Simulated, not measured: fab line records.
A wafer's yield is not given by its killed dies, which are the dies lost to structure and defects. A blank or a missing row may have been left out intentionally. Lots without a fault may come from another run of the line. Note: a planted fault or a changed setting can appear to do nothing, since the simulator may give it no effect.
fab line records    flow rit_cmos
record lots=14  wafers=42  last_day=7
route steps=202 shown NWELL@37 SDANNEAL@156 PSD@157 PLDD@159 SILICIDE@163 CONTACT@177 M1@202
lots that met no fault: from a run of the same line without faults
start_h: start of the lot's first displayed wafer, in hours after the record's first day    wait_h: hours since the lot's step before    " as in the row above    L1.1+2: a single row standing in for several wafers    - no value, or no start was given    * or withheld: withheld    < > ~ a bound
route shown NAME@n: a module of which the file shows steps, and the number in the route of the first    usual: mean and standard deviation over wafers with no fault    same: alike in all rows    chamber/n: place in a boat    sites: the reading at each site    _std_site: the standard deviation of these    _edge_site: inner sites' mean taken away from outer sites' mean    radius_mm: for every site, how far away it sits from the centre of the wafer    mask NAME#n: copy n    behind: the tool/chamber that last shaped the wafer    hold: cause of the lot's hold/its duration in hours/its outcome    device: transistor that didn't switch, given as n, p or np    end of line: the same wafers' tests at the end of the route    a step without rows: its recipe alone    killed: at the first sort, the dies lost to defects and structure; wafer yield is something else    map: a wafer's dies, x killed, . not, _ none there
set.NAME: the setting as run; set.NAME@STEP: as run at that earlier step    model.NAME: the simulator's own value behind a step, which no gauge read
the route's steps for a sample of lots (tables are steps, rows are wafers)
services: from which hour (start_h, from the record's first day; less than 0 if before it) a tool's chamber was out of use, for how many hours, and why
## steps
# step RIT_NWELL_STRIP_09
# recipe chemistry=O2  time_s=180  resist=NOVOLAK  platen_temp_c=withheld  power_w=500  pressure_mtorr=4000  o2_flow_sccm=4000
# usual drypump_motor_current_A=5.3/0.63
lot.wafer  tool             chamber  start_h  wait_h  drypump_motor_current_A  rf_hours_counter_h
L867.4     plasma_asher-04  1        22.56    0.2     5.2                      -
L867.5     "                1        "        "       5.2                      -
L867.6     "                0        "        "       4.8                      -
L869.3     plasma_asher-04  1        32.45    0.1     5.2                      -
L869.5     "                1        "        "       5.2                      -
L869.6     "                0        "        "       4.8                      -
L870.2     plasma_asher-04  0        37.39    0.2     4.8                      46
L870.4     "                0        "        "       4.8                      -
L870.5     "                0        "        "       4.8                      -
L871.1     plasma_asher-04  1        42.57    0.1     5.2                      47
L871.2     "                0        "        "       4.8                      47
L871.4     "                1        "        "       5.2                      -
L872.1     plasma_asher-04  1        47.89    0.1     5.2                      47
L872.2     "                0        "        "       4.8                      47
L872.4     "                1        "        "       5.2                      -
L874.3     plasma_asher-02  1        62.54    0.1     5.0                      -
L874.5     "                1        "        "       5.0                      -
L874.6     "                0        "        "       6.5                      -
L875.2     plasma_asher-01  1        65.70    0.1     4.7                      34
L875.4     "                1        "        "       4.7                      -
L875.6     "                1        "        "       4.7                      -
L876.2     plasma_asher-01  0        67.97    0.1     5.3                      34
L876.5     "                0        "        "       5.3                      -
L876.6     "                1        "        "       4.7                      -
L883.3     plasma_asher-02  1        103.53   0.1     4.9                      -
L883.5     "                1        "        "       4.9                      -
L883.6     "                0        "        "       6.4                      -
L885.3     plasma_asher-04  0        113.38   0.1     4.8                      -
L885.4     "                1        "        "       5.2                      -
L885.6     "                1        "        "       5.2                      -
L887.2     plasma_asher-01  1        121.52   0.1     4.7                      0
L887.4     "                1        "        "       4.7                      -
L887.5     "                0        "        "       5.3                      -
L888.2     plasma_asher-02  0        127.81   0.1     6.4                      30
L888.5     "                1        "        "       5.0                      -
L888.6     "                0        "        "       6.5                      -
L889.1     plasma_asher-01  0        133.00   0.1     5.3                      2
L889.3     "                1        "        "       4.7                      -
L889.6     "                0        "        "       5.3                      -
L890.2     plasma_asher-02  0        137.03   0.1     6.5                      31
L890.5     "                1        "        "       4.9                      -
L890.6     "                0        "        "       6.5                      -
# step RIT_SDANNEAL_RTA_03
# recipe temp_c=1050  time_s=5  idle_temp_c=600  ramp_up_c_per_s=342  ramp_down_c_per_s=171  cool_to_c=600  ambient=N2
# usual wafer_temp_C_max=1053.7/1.2
lot.wafer  tool           chamber  start_h  wait_h  wafer_temp_C_max
L867.4     rtp_anneal-01  0        55.62    0.0     1054.6
L867.5     "              0        "        "       1053.2
L867.6     "              0        "        "       1053.6
L869.3     rtp_anneal-01  0        64.99    0.0     1054.3
L869.5     "              0        "        "       1053.2
L869.6     "              0        "        "       1053.5
L870.2     rtp_anneal-02  0        71.23    0.0     1054.3
L870.4     "              0        "        "       1054.1
L870.5     "              0        "        "       1052.5
L871.1     rtp_anneal-01  0        75.80    0.0     1053.2
L871.2     "              0        "        "       1053.0
L871.4     "              0        "        "       1052.4
L872.1     rtp_anneal-02  0        80.60    0.0     1052.0
L872.2     "              0        "        "       1053.4
L872.4     "              0        "        "       1056.2
L874.3     rtp_anneal-02  0        93.76    0.0     1050.9
L874.5     "              0        "        "       1053.7
L874.6     "              0        "        "       1055.7
L875.2     rtp_anneal-01  0        97.71    0.0     1052.9
L875.4     "              0        "        "       1052.5
L875.6     "              0        "        "       1054.0
L876.2     rtp_anneal-02  0        101.06   0.0     1053.2
L876.5     "              0        "        "       1053.4
L876.6     "              0        "        "       1054.0
L883.3     rtp_anneal-01  0        134.08   0.0     1053.5
L883.5     "              0        "        "       1052.4
L883.6     "              0        "        "       1052.1
L885.3     rtp_anneal-01  0        145.44   0.0     1055.2
L885.4     "              0        "        "       1053.1
L885.6     "              0        "        "       1054.5
L887.2     rtp_anneal-01  0        151.21   0.0     1052.3
L887.4     "              0        "        "       1053.9
L887.5     "              0        "        "       1053.6
L888.2     rtp_anneal-02  0        158.51   0.0     1056.0
L888.5     "              0        "        "       1052.9
L888.6     "              0        "        "       1051.9
L889.1     rtp_anneal-01  0        162.53   0.0     1053.6
L889.3     "              0        "        "       1055.0
L889.6     "              0        "        "       1054.0
L890.2     rtp_anneal-02  0        169.61   0.0     1051.9
L890.5     "              0        "        "       1054.4
L890.6     "              0        "        "       1054.8
# step RIT_SDANNEAL_RS_MEAS_04
# recipe thk_meas_gauge=four-point-probe
# usual PSD_RS=115.9/0.32
lot.wafer  tool           chamber  start_h  wait_h  hold                      PSD_RS[ohm/sq]
L867.4     film_metro-03  -        55.71    0.1     -                         115.5
L867.5     "              -        "        "       -                         115.5
L867.6     "              -        "        "       -                         115.5
L869.3     film_metro-02  -        65.07    0.1     -                         116.3
L869.5     "              -        "        "       -                         116.1
L869.6     "              -        "        "       -                         116.2
L870.2     film_metro-02  -        71.30    0.1     -                         116.4
L870.4     "              -        "        "       -                         116.7
L870.5     "              -        "        "       -                         116.5
L871.1     film_metro-02  -        75.86    0.0     -                         116.2
L871.2     "              -        "        "       -                         116.0
L871.4     "              -        "        "       -                         116.5
L872.1     film_metro-01  -        80.66    0.0     -                         115.5
L872.2     "              -        "        "       -                         115.6
L872.4     "              -        "        "       -                         115.5
L874.3     film_metro-01  -        93.84    0.1     await_dispo/0.2h/release  114.7
L874.5     "              -        "        "       await_dispo/0.2h/release  114.7
L874.6     "              -        "        "       await_dispo/0.2h/release  114.9
L874.3     film_metro-01  -        94.20    0.3     -                         114.8
L874.5     "              -        "        "       -                         114.5
L874.6     "              -        "        "       -                         114.5
L875.2     film_metro-02  -        97.78    0.1     -                         116.2
L875.4     "              -        "        "       -                         116.4
L875.6     "              -        "        "       -                         116.1
L876.2     film_metro-02  -        101.12   0.1     await_dispo/0.2h/release  115.0
L876.5     "              -        "        "       await_dispo/0.2h/release  114.8
L876.6     "              -        "        "       await_dispo/0.2h/release  114.7
L876.2     film_metro-02  -        101.48   0.3     -                         114.5
L876.5     "              -        "        "       -                         114.8
L876.6     "              -        "        "       -                         114.5
L883.3     film_metro-01  -        134.15   0.1     -                         115.4
L883.5     "              -        "        "       -                         115.8
L883.6     "              -        "        "       -                         115.5
L885.3     film_metro-01  -        145.51   0.1     -                         116.1
L885.4     "              -        "        "       -                         115.8
L885.6     "              -        "        "       -                         115.7
L887.2     film_metro-01  -        151.28   0.1     -                         115.5
L887.4     "              -        "        "       -                         115.6
L887.5     "              -        "        "       -                         115.5
L888.2     film_metro-03  -        158.57   0.1     -                         115.9
L888.5     "              -        "        "       -                         115.8
L888.6     "              -        "        "       -                         115.6
L889.1     film_metro-01  -        162.59   0.0     -                         115.9
L889.3     "              -        "        "       -                         116.0
L889.6     "              -        "        "       -                         116.2
L890.2     film_metro-01  -        169.68   0.1     -                         116.3
L890.5     "              -        "        "       -                         115.8
L890.6     "              -        "        "       -                         116.3
# step RIT_SDANNEAL_RS_MEAS_06
# recipe thk_meas_gauge=four-point-probe
# usual PLDD_RS=178.7/0.52
lot.wafer  tool           chamber  start_h  wait_h  hold                      PLDD_RS[ohm/sq]
L867.4     film_metro-03  -        55.95    0.1     -                         178.7
L867.5     "              -        "        "       -                         179.2
L867.6     "              -        "        "       -                         179.0
L869.3     film_metro-02  -        65.31    0.1     -                         179.3
L869.5     "              -        "        "       -                         178.7
L869.6     "              -        "        "       -                         178.7
L870.2     film_metro-02  -        71.54    0.1     -                         179.2
L870.4     "              -        "        "       -                         179.4
L870.5     "              -        "        "       -                         179.5
L871.1     film_metro-02  -        76.10    0.1     -                         179.4
L871.2     "              -        "        "       -                         179.4
L871.4     "              -        "        "       -                         179.4
L872.1     film_metro-01  -        80.90    0.1     -                         178.6
L872.2     "              -        "        "       -                         178.1
L872.4     "              -        "        "       -                         178.6
L875.2     film_metro-02  -        98.02    0.1     -                         179.0
L875.4     "              -        "        "       -                         179.1
L875.6     "              -        "        "       -                         179.4
L874.3     film_metro-01  -        99.72    0.1     await_dispo/0.2h/release  177.0
L874.5     "              -        "        "       await_dispo/0.2h/release  176.6
L874.6     "              -        "        "       await_dispo/0.2h/release  176.9
L874.3     film_metro-01  -        100.01   0.3     -                         177.3
L874.5     "              -        "        "       -                         176.9
L874.6     "              -        "        "       -                         177.5
L876.2     film_metro-02  -        105.97   0.1     -                         177.5
L876.5     "              -        "        "       -                         177.2
L876.6     "              -        "        "       -                         177.3
L883.3     film_metro-01  -        134.39   0.1     -                         178.0
L883.5     "              -        "        "       -                         177.8
L883.6     "              -        "        "       -                         178.0
L885.3     film_metro-01  -        145.75   0.1     -                         179.0
L885.4     "              -        "        "       -                         179.0
L885.6     "              -        "        "       -                         178.3
L887.2     film_metro-01  -        151.52   0.1     -                         178.7
L887.4     "              -        "        "       -                         178.6
L887.5     "              -        "        "       -                         179.1
L888.2     film_metro-03  -        158.81   0.1     -                         178.7
L888.5     "              -        "        "       -                         178.9
L888.6     "              -        "        "       -                         179.8
L889.1     film_metro-01  -        162.83   0.1     -                         178.7
L889.3     "              -        "        "       -                         178.9
L889.6     "              -        "        "       -                         179.1
L890.2     film_metro-01  -        169.92   0.1     -                         178.9
L890.5     "              -        "        "       -                         178.3
L890.6     "              -        "        "       -                         179.1
# step RIT_SILICIDE_RS_MEAS_02
# recipe thk_meas_gauge=four-point-probe  reads=Ti_of_SILICIDE_SPUTTER_01
# usual SILICIDE_TI_RS=47.9/0.65
lot.wafer  tool           chamber  start_h  wait_h  SILICIDE_TI_RS[ohm/sq]
L867.4     film_metro-04  -        56.35    0.1     47.9
L867.5     "              -        "        "       48.3
L867.6     "              -        "        "       48.0
L869.3     film_metro-04  -        65.71    0.1     46.7
L869.5     "              -        "        "       47.4
L869.6     "              -        "        "       47.1
L870.2     film_metro-04  -        71.94    0.1     47.4
L870.4     "              -        "        "       48.0
L870.5     "              -        "        "       46.9
L871.1     film_metro-03  -        76.50    0.1     48.1
L871.2     "              -        "        "       48.0
L871.4     "              -        "        "       47.8
L872.1     film_metro-04  -        81.31    0.1     48.4
L872.2     "              -        "        "       47.4
L872.4     "              -        "        "       47.8
L875.2     film_metro-04  -        98.42    0.1     48.2
L875.4     "              -        "        "       48.5
L875.6     "              -        "        "       48.9
L874.3     film_metro-03  -        100.41   0.1     47.0
L874.5     "              -        "        "       48.1
L874.6     "              -        "        "       47.7
L876.2     film_metro-04  -        106.37   0.1     48.7
L876.5     "              -        "        "       48.7
L876.6     "              -        "        "       48.0
L883.3     film_metro-03  -        134.80   0.1     47.6
L883.5     "              -        "        "       46.9
L883.6     "              -        "        "       47.5
L885.3     film_metro-04  -        146.16   0.1     47.8
L885.4     "              -        "        "       47.3
L885.6     "              -        "        "       47.5
L887.2     film_metro-04  -        151.92   0.1     48.7
L887.4     "              -        "        "       48.2
L887.5     "              -        "        "       48.4
L888.2     film_metro-01  -        159.22   0.1     48.9
L888.5     "              -        "        "       48.8
L888.6     "              -        "        "       48.9
L889.1     film_metro-03  -        163.23   0.1     47.9
L889.3     "              -        "        "       47.3
L889.6     "              -        "        "       47.9
L890.2     film_metro-04  -        170.32   0.1     48.0
L890.5     "              -        "        "       47.2
L890.6     "              -        "        "       47.9
# step RIT_CONTACT_OVL_MEAS_09
# usual CONTACT_OVL=0.6/1.2
lot.wafer  tool        chamber  start_h  wait_h  CONTACT_OVL[nm]
L867.4     overlay-01  -        57.99    0.1     2.8
L867.5     "           -        "        "       1.0
L867.6     "           -        "        "       0.4
L869.3     overlay-01  -        67.36    0.1     1.7
L869.5     "           -        "        "       3.2
L869.6     "           -        "        "       1.9
L870.2     overlay-01  -        73.49    0.1     1.2
L870.4     "           -        "        "       -0.6
L870.5     "           -        "        "       0.2
L871.1     overlay-01  -        78.05    0.1     0.2
L871.2     "           -        "        "       -0.5
L871.4     "           -        "        "       -1.8
L872.1     overlay-01  -        82.98    0.1     1.4
L872.2     "           -        "        "       2.9
L872.4     "           -        "        "       1.3
L875.2     overlay-01  -        100.13   0.1     0.4
L875.4     "           -        "        "       -0.4
L875.6     "           -        "        "       -0.1
L874.3     overlay-01  -        102.21   0.1     1.4
L874.5     "           -        "        "       1.9
L874.6     "           -        "        "       1.2
L876.2     overlay-02  -        108.43   0.1     0.4
L876.5     "           -        "        "       2.2
L876.6     "           -        "        "       1.6
L883.3     overlay-01  -        136.72   0.1     -1.0
L883.5     "           -        "        "       -2.5
L883.6     "           -        "        "       0.6
L885.3     overlay-01  -        147.68   0.1     0.0
L885.4     "           -        "        "       1.3
L885.6     "           -        "        "       -0.1
L887.2     overlay-01  -        153.48   0.1     3.5
L887.4     "           -        "        "       2.9
L887.5     "           -        "        "       2.7
L888.2     overlay-01  -        160.75   0.1     0.7
L888.5     "           -        "        "       -0.4
L888.6     "           -        "        "       -1.3
L889.1     overlay-01  -        164.79   0.1     0.0
L889.3     "           -        "        "       0.9
L889.6     "           -        "        "       0.1
L890.2     overlay-02  -        171.99   0.1     2.5
L890.5     "           -        "        "       0.6
L890.6     "           -        "        "       1.2
# step RIT_M1_PROBE_99
# usual killed_at_contacts=0.0/0.22  killed_at_front_end=6.6/3  killed_dies=6.6/3  killed_open=3.4/2  killed_short=3.2/2
# same gross_dies=264  killed_at_M0_to_M3=0  killed_at_M4_up=0  killed_at_back_side=0  killed_at_other=0
lot.wafer  tool       chamber  start_h  wait_h  killed_at_contacts  killed_at_front_end  killed_dies  killed_open  killed_short
L874.3     prober-02  -        107.36   0.2     0                   6                    6            5            1
L874.5     prober-02  -        107.46   0.2     0                   4                    4            0            4
L874.6     prober-02  -        107.51   0.2     0                   8                    8            4            4
L876.2     prober-02  -        116.89   0.1     0                   3                    3            2            1
L876.5     prober-02  -        117.04   0.2     0                   4                    4            1            3
L876.6     prober-02  -        117.09   0.2     0                   6                    6            1            5
# killed by level:class
L874.3 GATE:geometric_particle:open=3 GATE:geometric_particle:short=1 REOX:geometric_particle:open=1 SILICIDE:geometric_particle:open=1
L874.5 FOX1:geometric_particle:short=1 FOX2:geometric_particle:short=1 GATE:geometric_particle:short=1 SPACER:geometric_particle:short=1
L874.6 GATE:geometric_particle:open=3 FOX1:geometric_particle:short=2 GATE:geometric_particle:short=2 FOX1:geometric_particle:open=1
L876.2 GATE:geometric_particle:open=2 FOX1:geometric_particle:short=1
L876.5 GATE:geometric_particle:short=2 FOX2:geometric_particle:open=1 SPACER:geometric_particle:short=1
L876.6 FOX2:geometric_particle:short=2 FOX1:geometric_particle:short=1 GATE:geometric_particle:open=1 GATE:geometric_particle:short=1 REOX:geometric_particle:short=1
## services
tool             chamber  start_h  hours  kind
plasma_asher-01  -        -0.74    46.7   repair
plasma_asher-01  -        0.47     1.5    repair
plasma_asher-01  -        3.49     14.3   repair
plasma_asher-01  -        38.42    0.3    repair
rtp_anneal-02    -        52.06    4.7    pm
plasma_asher-01  -        108.75   9.0    pm
plasma_asher-01  0        108.75   9.0    vent_cycle
plasma_asher-01  1        108.75   9.0    vent_cycle
plasma_asher-01  0        117.75   -      clean
plasma_asher-01  1        117.75   -      clean
plasma_asher-02  -        157.25   4.0    repair
## key
first_sign step=RIT_SDANNEAL_RS_MEAS_04  reading=visit  direction=added
effect step=RIT_SDANNEAL_RS_MEAS_04  reading=PSD_RS  direction=down  sigmas=3.4  usual=115.9  struck=114.8
effect step=RIT_SDANNEAL_RS_MEAS_06  reading=visit  direction=added
met_at RIT_SDANNEAL_RTA_03
struck_lots L874,L876
tester_left_out L874,L876
loop_trim step=RIT_M1_EXPOSE_06  setting=dose  lots=L876
not_acting_at RIT_NWELL_STRIP_09,RIT_SILICIDE_RS_MEAS_02,RIT_CONTACT_OVL_MEAS_09
onset_between 80.60 93.76
fault kind=process_parameter_drift  tool=rtp_anneal-02  chamber=-  onset_h=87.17  steps=RIT_SDANNEAL_RTA_03  channel=time_s  offset=*  shape=step  end_h=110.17  acts_in=*  stated=*
# tester_left_out: of these lots the tester's yield and bins aren't shown, on N5 and GAA mostly nor the transistor test; their killed dies are dies lost to structure and defects alone, not to doping, threshold or leakage, so they don't give the yield
# loop_trim: a control loop set the setting to another value than it would have without faults
